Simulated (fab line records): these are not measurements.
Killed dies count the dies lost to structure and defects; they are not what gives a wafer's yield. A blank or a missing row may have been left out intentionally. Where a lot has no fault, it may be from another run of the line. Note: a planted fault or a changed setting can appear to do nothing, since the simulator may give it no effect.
Which tool is to blame? -- flow berkeley cmos170 -- route of 331 steps, sampled at 1 step: 14 lots, 42 wafers

WHAT THE GAUGES SHOWED, per wafer
UCB170_V1_BOW_MEAS_03.
lot,measured,on,V1_BOW (um)
L117,day 8 03:13,film metro-01,17 26 18
L120,day 8 15:34,film metro-01,29 12 11
L118,day 8 16:54,film metro-01,12 14 18
L119,day 8 18:18,film metro-04,14 14 21
L121,day 9 05:04,film metro-04,18 11 16
L122,day 9 06:25,film metro-01,19 15 18
L123,day 9 16:25,film metro-04,26 12 30
L124,day 9 17:47,film metro-04,19 21 16
L126,day 10 09:41,film metro-01,26 21 27
L130,day 11 01:30,film metro-01,22 26 16
L134,day 12 04:59,film metro-03,27 29 28
L136,day 12 14:50,film metro-03,19 20 20
L138,day 13 18:19,film metro-03,17 17 28
L139,day 13 18:20,film metro-01,20 41 21

EACH LOT AND THE TOOL THAT RAN IT (in order: tool; ch and the chambers of the sampled wafers; start)
There is no process step in the record ahead of these readings.

AS READ BY THE TOOLS THEMSELVES (means over the sampled wafers that have a number; for cases with no such wafer, the mark the record gives instead)
The record holds no such reading with a usual standard deviation.

THE ANSWER, worked out from the rows above alone
Rule: usual is defined by the lots themselves. The widest of any qualifying gaps counts: lots, ordered by their means at a reading, are off when they make up no more than a third of the lots, leave a main group of 4 or more, and stand apart from it by 3 or more times the standard deviation of that group's means. The tables above print the reading to a certain number of digits; a main group whose means all agree to those digits is not used. A lot without any number at a reading at which 4 lots or more have one is off too. All remaining lots with rows at the step are treated as sound. Order of review: gauges by route order, followed by the tools' own readings, for which a lot's mean as printed above is used. The first step at which some lot is off is used, and at that step the reading that is off furthest; a lot without a number counts as furthest.
No lot is off on any of the readings shown, so nothing can be concluded from this.

WHAT WAS PUT IN BY THE SIMULATOR
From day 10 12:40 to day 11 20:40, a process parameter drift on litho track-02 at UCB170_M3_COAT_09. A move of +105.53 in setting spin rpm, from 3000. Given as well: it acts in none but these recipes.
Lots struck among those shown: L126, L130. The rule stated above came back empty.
